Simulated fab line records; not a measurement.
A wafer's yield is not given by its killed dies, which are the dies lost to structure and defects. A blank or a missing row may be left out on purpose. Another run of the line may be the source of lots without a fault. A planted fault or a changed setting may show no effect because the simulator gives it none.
Problem report, 8D (eight disciplines) form, completed by code    flow berkeley cmos170    the parts of the form that need people (team, actions taken, sign-off) are left out

## 1. THE PROBLEM
Wafers free of any fault read 507.7 (standard deviation 2.6) for PVT_TW at UCB170_PVT_TW_MEAS_09, against a mean of 481.6 on 6 wafers of 2 lots. Relative to the usual mean, that is a shift of -10 standard deviations.
Earliest sighting: wafer L678.1 on film metro-01 at day 8 23:50. The record holds 42 wafers of 14 lots with a number at this step. By rule, "out" or "out of limits" means more than 4 standard deviations away from the usual mean. Any other wafer with a number is counted as sound.

## 2. WHAT THIS IS AND IS NOT
question                     is                            is not
which readings at this step  PVT_TW                        -
which lots                   L678, L680                    L663, L665, L666, L669, L670, L672, L674, L676, L677, L681, L682, L686
which wafers of those lots   all that have a number        -
read on which gauges         film metro-01, film metro-04  film metro-03
when                         from day 8 23:50              up to then (27 sound wafers); but 9 sound wafers of L681, L682, L686 came after

## 3. THE SUSPECTS, EACH WITH WHAT RULES IT OUT
Counting: a tool at a process step up to the reading stays a suspect if it ran every lot that is out and no sound lot after the first of them.
- the gauge at UCB170_PVT_TW_MEAS_09: ruled out. Those wafers that are out were read across 2 gauges (film metro-01, film metro-04).
- implanter-03 at UCB170_PVT_IMPLANT_07: kept. It ran every lot that is out, first L678 (day 8 23:35), and no sound lot after that; its last sound lot up to then is L674 (day 8 01:37). Out on those wafers are its own readings of beam energy keV.
Remaining after the count: implanter-03 at UCB170_PVT_IMPLANT_07.

## 4. THE CAUSE (what the simulator had put in)
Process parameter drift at UCB170_PVT_IMPLANT_07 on implanter-03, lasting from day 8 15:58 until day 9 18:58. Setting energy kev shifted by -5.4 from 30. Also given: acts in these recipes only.
The count eliminated every tool but this one.

## 5. THE EFFECT CHAIN, in route order
Rows list readings where the struck wafers' mean (over those with a number) sits beyond 3 standard deviations from the usual. Scope: only readings with a usual standard deviation given in the record; hours: median across lots of the time from each lot's start at the first step in this table that gives one to its start at this step; sigmas: change in usual standard deviations.
hours  step                   reading          usual   on struck wafers  change  sigmas
0      UCB170_PVT_IMPLANT_07  beam energy keV  30.000  24.598            -5.402  -99 or more
0      UCB170_PVT_TW_MEAS_09  PVT_TW           507.7   481.6             -26.1   -10
It contains these process steps:
- UCB170_PVT_IMPLANT_07
Later measuring or inspecting steps at which every struck wafer that the step has a row for has a number for every such reading, and none has moved that far: UCB170_M2_CD_MEAS_90, UCB170_V2_CD_MEAS_12.

## 6. HOW IT WOULD HAVE BEEN CAUGHT EARLIER
8 hours passed between the start of the fault at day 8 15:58 and the first reading out of limits at a measuring or inspecting step in this record, taken at day 8 23:50.
At UCB170_PVT_IMPLANT_07, the tool's own readings (beam energy keV) were out on each struck wafer the step has a row for, so an alarm limit on them would have fired on the first such wafer.
Lots out: 2; of these, L680 started UCB170_PVT_IMPLANT_07 on implanter-03 after day 8 23:50. It would have been spared by a hold on the tool at that moment.
